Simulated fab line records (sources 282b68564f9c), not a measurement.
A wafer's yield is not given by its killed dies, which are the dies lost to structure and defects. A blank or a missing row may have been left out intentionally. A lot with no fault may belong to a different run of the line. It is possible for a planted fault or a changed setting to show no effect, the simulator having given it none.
Struck lot and sound lot, side by side	flow rit-cmos	15 steps out of a route of 202
Sound: the wafers L295.2, L295.4, L295.5. Struck: wafer L304.4 (left out: L304.2, L304.3 of the same lot, which were not struck); the cause appears at the end.
Each step with rows lists, per side, the tool, then ch with its chambers, then its first start. Under that, the readings that differ: sound wafers	struck wafers	difference of the means	sigmas: that difference in standard deviations of wafers without a fault.
alike: readings whose means differ by less than 2 such deviations, and words and numbers that are the same on both sides. not compared: withheld readings, readings that some wafer has no value for, bounds like >300 that may hide the same value, and numbers for which the record gives no deviation and whose values overlap.
Wherever a step has rows on one side only, a row that says differs or no value, or a row with sigmas, the two part there. Numbers that have no deviation but don't overlap get no sigmas and don't part them. A reading that every wafer of one side lacks parts them only if that side has two wafers or more.

first, 2 steps without rows for these wafers: RIT_REOX_CLEAN_02 (cleans in SC2, time 600 s); RIT_REOX_OXIDATION_03 (target thk 25.2 nm, ox time 5580 s).
RIT_REOX_THK_MEAS_04:
  struck on film-metro-01, day 5 22:08; sound on film-metro-04, day 3 18:31
  alike: REOX_OXIDE_THK
then, 6 steps without rows for these wafers: RIT_NLDD_HMDS_00 (prime time 60 s); RIT_NLDD_COAT_01 (resist thk 1000 nm); RIT_NLDD_SOFTBAKE_02 (time 60 s); RIT_NLDD_EXPOSE_03 (exposes mask M7, target cd 40700 nm); RIT_NLDD_PEB_04; RIT_NLDD_DEVELOP_05 (develop time 50 s).
RIT_NLDD_OVL_MEAS_06:
  struck on overlay-01, day 5 23:10; sound on overlay-02, day 3 19:32
  alike: NLDD_OVL
then, 2 steps without rows for these wafers: RIT_NLDD_HARDBAKE_07 (time 60 s); RIT_NLDD_IMPLANT_08.
RIT_NLDD_STRIP_09: strips in O2, time 180 s.
  sound on plasma-asher-01 ch 0,1, day 3 19:52; struck on plasma-asher-04 ch 0, day 5 23:30
reading	sound	struck	difference	sigmas
chamber-pressure-mTorr (mTorr)	3990 3995 4003	1994	-2002	-99 or more
  alike: drypump-motor-current-A
  not compared: rf-hours-counter-h
RIT_NLDD_TW_MEAS_10:
  struck on film-metro-02, day 5 23:41; sound on film-metro-01, day 3 20:03
  alike: NLDD_TW
RIT_M1_PROBE_99:
  struck on prober-01, day 6 14:37; sound on prober-02, day 4 11:16
  alike: killed-at-front-end, killed-dies, killed-open, killed-short

WHERE THEY PART
At RIT_NLDD_STRIP_09 and nowhere else, as far as this record goes. Later steps at which nothing parts them and some readings are alike: RIT_NLDD_TW_MEAS_10, RIT_M1_PROBE_99.

WHY: the cause the simulator had injected
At RIT_NLDD_STRIP_09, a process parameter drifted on plasma-asher-04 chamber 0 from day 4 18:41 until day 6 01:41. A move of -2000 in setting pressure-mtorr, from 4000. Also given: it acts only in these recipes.
